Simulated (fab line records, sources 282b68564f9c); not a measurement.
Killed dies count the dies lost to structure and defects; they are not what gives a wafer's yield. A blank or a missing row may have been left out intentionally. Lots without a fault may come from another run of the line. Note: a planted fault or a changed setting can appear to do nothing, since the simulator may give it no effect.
Split-lot experiment | flow ritCmos | route with 202 steps; 5 lots, 23 wafers read

## SPLIT DETAILS
At RIT_NRETRO_IMPLANT_08, the setting doseCm2 was moved away from the recipe's 1e+13 on 7 of the 23 wafers read, by -5.0% to +6.0%. For the rest of the wafers, this setting stayed at what the recipe calls for.

## FROM THE SPLIT TO THE READING: what the file shows between them, 1 step
- RIT_NRETRO_STRIP_09: strips in O2, time 180 s

## THE READING
NRETRO_TW, at RIT_NRETRO_TW_MEAS_10. On this fab line, fault-free wafers typically give 1042 with a standard deviation of 6.7.

wafer  | tool, chamber at the split | doseCm2 as run | against the recipe | NRETRO_TW | against lot-mates on the recipe
L074.1 | implanter-02, 0            | 9.496e+12      | -5.0%              | 1020      | -16
L074.2 | implanter-02, 0            | 1e+13          | recipe             | 1033      | -
L074.3 | implanter-02, 0            | 1e+13          | recipe             | 1037      | -
L074.5 | implanter-02, 0            | 9.496e+12      | -5.0%              | 1021      | -15
L074.6 | implanter-02, 0            | 1e+13          | recipe             | 1038      | -
L075.2 | implanter-04, 0            | 1e+13          | recipe             | 1036      | -
L075.3 | implanter-04, 0            | 1e+13          | recipe             | 1036      | -
L075.4 | implanter-04, 0            | 1e+13          | recipe             | 1033      | -
L075.5 | implanter-04, 0            | 1e+13          | recipe             | 1035      | -
L075.6 | implanter-04, 0            | 1e+13          | recipe             | 1041      | -
L078.1 | implanter-02, 0            | 1e+13          | recipe             | 1039      | -
L078.4 | implanter-02, 0            | 1e+13          | recipe             | 1037      | -
L078.5 | implanter-02, 0            | 1e+13          | recipe             | 1031      | -
L081.1 | implanter-02, 0            | 1e+13          | recipe             | 1037      | -
L081.2 | implanter-02, 0            | 9.742e+12      | -2.6%              | 1034      | -4
L081.3 | implanter-02, 0            | 1e+13          | recipe             | 1040      | -
L081.4 | implanter-02, 0            | 9.742e+12      | -2.6%              | 1029      | -10
L081.6 | implanter-02, 0            | 9.742e+12      | -2.6%              | 1030      | -8
L083.1 | implanter-01, 0            | 1e+13          | recipe             | 1051      | -
L083.2 | implanter-01, 0            | 1e+13          | recipe             | 1052      | -
L083.3 | implanter-01, 0            | 1e+13          | recipe             | 1048      | -
L083.5 | implanter-01, 0            | 1.06e+13       | +6.0%              | 1068      | +18
L083.6 | implanter-01, 0            | 1.06e+13       | +6.0%              | 1070      | +20

FIT RESULTS
A straight line over all 23 wafers: NRETRO_TW changes by +4.3 for each +1% of doseCm2; r = +0.89; the points scatter about the line by 5.6.
The same after taking each lot's own level away (the mean of its wafers on the recipe; 23 wafers): +3.07 for each +1%; r = +0.96; scatter 2.3.
According to that fit, moving doseCm2 by its largest amount changes the reading by 18.
Across the lots, their own levels run from 1035.7 to 1050.3, a range of 2.2 times the standard deviation given above.
Hence the slope depends on the lot-to-lot level, as the two fits are not the same.
Check: with one of the wafers moved furthest among these (+6.0%) left out of the fit, the line predicts +18.9 for it against its lot-mates. It came out at +17.7 against them.

## FURTHER SPLITS ON THESE WAFERS
These wafers also went through other splits before the reading. Each is held against what the fit with the lots' levels taken away leaves over:
other split on the same wafers     | wafers away from the commonest value | r with NRETRO_TW (lot level and that fit taken away)
RIT_ACTIVE_DEVELOP_10 developTimeS | 7                                    | +0.09
RIT_ACTIVE_ETCH_13 rfW             | 2                                    | -0.18
RIT_ACTIVE_STRIP_14 pressureMtorr  | 15                                   | -0.02
RIT_NWELL_IMPLANT_08 doseCm2       | 5                                    | -0.12
RIT_PWELL_IMPLANT_08 energyKev     | 8                                    | -0.04

## FILE'S OWN FIT
NRETRO_TW changes by +3.08 for each +1% of doseCm2, r = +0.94.
